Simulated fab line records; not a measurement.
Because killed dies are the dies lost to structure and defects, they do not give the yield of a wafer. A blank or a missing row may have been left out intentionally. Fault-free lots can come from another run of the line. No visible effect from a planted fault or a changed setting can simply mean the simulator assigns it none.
A lot that was struck, set against a sound lot -- flow rit cmos -- 15 steps out of a route of 202
Sound: these wafers, L356.2, L356.3, L356.6. The struck wafers were L364.3, L364.5, L364.6. At the end, the cause is stated.
Order at every step that has rows: each side's tool, ch and its chambers, its first start. Under that, the readings that differ: sound wafers -- struck wafers -- difference of the means -- sigmas: that difference in standard deviations of wafers without a fault.
alike: same words and numbers on both sides, and readings whose means sit less than 2 such deviations apart. not compared: any withheld reading, any reading some wafer has no value for, any bound like >300 that may hide the same value, and any number with overlapping values for which the record gives no deviation.
A row with sigmas, a row that says differs or no value, or rows on one side alone: a step with any of these is where the two part. Numbers that don't overlap but have no deviation are shown without sigmas and don't part them. Lack of a reading on every wafer of one side parts them only where that side has two or more wafers.

first, 5 steps without rows for these wafers: RIT_NLDD_COAT_01 (resist thk 1000 nm); RIT_NLDD_SOFTBAKE_02 (time 60 s); RIT_NLDD_EXPOSE_03 (exposes mask M7, target cd 40700 nm); RIT_NLDD_PEB_04; RIT_NLDD_DEVELOP_05 (develop time 50 s).
RIT_NLDD_OVL_MEAS_06:
  sound on overlay-01, day 3 04:37; struck on overlay-02, day 4 19:36
  alike: NLDD_OVL
then, 2 steps without rows for these wafers: RIT_NLDD_HARDBAKE_07 (time 60 s); RIT_NLDD_IMPLANT_08.
RIT_NLDD_STRIP_09: strips in O2, time 180 s.
  sound on plasma asher-02 ch 0,1, day 3 04:57; struck on plasma asher-04 ch 0,1, day 4 19:59
  alike: drypump motor current A
  not compared: rf hours counter h
RIT_NLDD_TW_MEAS_10:
  sound on film metro-04, day 3 05:08; struck on film metro-04, day 4 20:07
  alike: NLDD_TW
then, 2 steps without rows for these wafers: RIT_PLDD_HMDS_00 (prime time 60 s); RIT_PLDD_COAT_01 (resist thk 1000 nm).
RIT_PLDD_SOFTBAKE_02: time 60 s.
  sound on litho track-03 ch 0, day 3 05:31; struck on litho track-03 ch 0, day 4 20:31
reading,sound,struck,difference,sigmas
run length s (s),89.24 89.37 89.33,101.41 101.53 101.36,+12.12,+48
  alike: chill plate temp C
then, 1 step without rows for these wafers: RIT_PLDD_EXPOSE_03 (exposes mask M8, target cd 40900 nm).
RIT_M1_PROBE_99:
  sound on prober-02, day 3 20:19; struck on prober-02, day 5 12:46
  alike: killed_at_M0_to_M3, killed at contacts, killed at front end, killed dies, killed open, killed short

== WHERE THEY PART ==
Only at RIT_PLDD_SOFTBAKE_02, within this record. Later steps at which nothing parts them and some readings are alike: RIT_M1_PROBE_99.

WHY: what had been put in by the simulator
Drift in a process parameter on litho track-03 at RIT_PLDD_SOFTBAKE_02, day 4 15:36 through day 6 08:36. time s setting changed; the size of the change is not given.
